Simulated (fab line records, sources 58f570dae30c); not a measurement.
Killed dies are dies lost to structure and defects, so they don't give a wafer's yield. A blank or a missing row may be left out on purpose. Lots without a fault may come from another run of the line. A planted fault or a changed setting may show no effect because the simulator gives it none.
Which tool did it? | flow berkeley_cmos170 | 14 lots, 42 wafers sampled, at 2 steps of a route of 331

WHAT THE GAUGES READ, wafer by wafer
UCB170_SDANNEAL_RS_MEAS_05: measures by four-point-probe. Usual: NLDD_RS 616.9 ohm/sq, standard deviation 1.3.
lot  | measured     | on            | NLDD_RS (ohm/sq)                    | flag
L846 | day 8 00:35  | film_metro-04 | 616.8 615.9 615.9                   |
L850 | day 8 11:37  | film_metro-03 | 616.3 616.3 617.4                   |
L849 | day 8 12:05  | film_metro-03 | 617.6 617.9 617.0                   |
L848 | day 8 11:59  | film_metro-04 | 617.3 617.3 616.9                   |
L854 | day 9 13:34  | film_metro-04 | 616.6 616.3 615.0                   |
L855 | day 9 14:04  | film_metro-01 | 616.7 618.8 617.7                   |
L853 | day 9 14:05  | film_metro-03 | 615.9 616.0 615.8                   |
L856 | day 9 14:16  | film_metro-04 | 615.7 616.0 617.3                   |
L858 | day 9 19:35  | film_metro-04 | 616.4 616.1 616.8                   |
L863 | day 11 02:27 | film_metro-03 | 552.8 564.6 573.6 552.7 565.0 574.3 | OFF
L864 | day 11 14:00 | film_metro-04 | 568.4 548.9 580.2 569.4 548.1 579.4 | OFF
L866 | day 12 13:23 | film_metro-01 | 621.6 619.7 619.3                   |
L867 | day 12 13:25 | film_metro-03 | 615.8 615.2 614.9                   |
L869 | day 12 16:37 | film_metro-01 | 617.6 617.3 618.6                   |

WHICH TOOL RAN EACH LOT (tool, then ch and the chambers of the sampled wafers, then the start)
lot  | UCB170_NLDD_IMPLANT_08
L846 | implanter-02 ch 0, day 7 09:19
L850 | implanter-04 ch 0, day 8 00:26
L849 | implanter-02 ch 0, day 8 01:45
L848 | implanter-02 ch 0, day 8 02:20
L854 | implanter-04 ch 0, day 9 02:25
L855 | implanter-02 ch 0, day 9 02:38
L853 | implanter-01 ch 0, day 9 03:08
L856 | implanter-04 ch 0, day 9 04:17
L858 | implanter-02 ch 0, day 9 07:37
L863 | implanter-04 ch 0, day 10 14:41
L864 | implanter-04 ch 0, day 11 00:11
L866 | implanter-02 ch 0, day 11 21:54
L867 | implanter-01 ch 0, day 11 22:38
L869 | implanter-01 ch 0, day 12 05:02
- UCB170_NLDD_IMPLANT_08

WHAT THE TOOLS THEMSELVES READ (means of the sampled wafers that have a number; where no wafer has one, the mark that the record gives instead)
UCB170_NLDD_IMPLANT_08. Usual: beam_energy_keV 30.000, standard deviation 0.0084; end_station_pressure_torr 5.13e-06 Torr, standard deviation 2.7e-07.
lot  | tool         | beam_energy_keV | end_station_pressure_torr (Torr) | flag
L846 | implanter-02 | 30.008          | 5.03e-06                         |
L850 | implanter-04 | 29.996          | 4.99e-06                         |
L849 | implanter-02 | 29.997          | 5.17e-06                         |
L848 | implanter-02 | 29.995          | 5.08e-06                         |
L854 | implanter-04 | 29.999          | 5.07e-06                         |
L855 | implanter-02 | 29.993          | 4.93e-06                         |
L853 | implanter-01 | 29.997          | 5.04e-06                         |
L856 | implanter-04 | 29.996          | 5.12e-06                         |
L858 | implanter-02 | 29.993          | 5.12e-06                         |
L863 | implanter-04 | 30.001          | 5.17e-06                         |
L864 | implanter-04 | 30.002          | 5.03e-06                         |
L866 | implanter-02 | 30.013          | 5.12e-06                         |
L867 | implanter-01 | 30.006          | 5.41e-06                         |
L869 | implanter-01 | 29.998          | 5.37e-06                         |

THE ANSWER, worked out from the rows above alone
Rule: a lot is off if the mean of its wafers that have a number lies more than 3 standard deviations from the usual mean. A lot without any number at a reading at which 4 lots or more have one is off too. The other lots that the step has rows for count as sound. The gauges are gone through in route order, then the tools' own readings, and for those a lot's mean is taken as printed above. The first step at which some lot is off is used, and at that step the reading that is off furthest; a lot without a number counts as furthest.
Off: L863, L864, at UCB170_SDANNEAL_RS_MEAS_05 (NLDD_RS).
A tool fits if, at a process step before that reading, it ran every lot that is off, and no sound lot after the first of them. The gauges at UCB170_SDANNEAL_RS_MEAS_05 are tried like those tools. One fits: implanter-04 at UCB170_NLDD_IMPLANT_08. Its last sound lot is L856 (day 9 04:17), its first lot that is off L863 (day 10 14:41): a fault that began between those two fits.

WHAT THE SIMULATOR HAD PUT IN
Process parameter drift: implanter-04, from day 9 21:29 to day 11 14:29, at UCB170_NLDD_IMPLANT_08. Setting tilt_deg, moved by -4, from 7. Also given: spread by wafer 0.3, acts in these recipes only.
Lots struck among those shown: L863, L864. The rule above found the same.
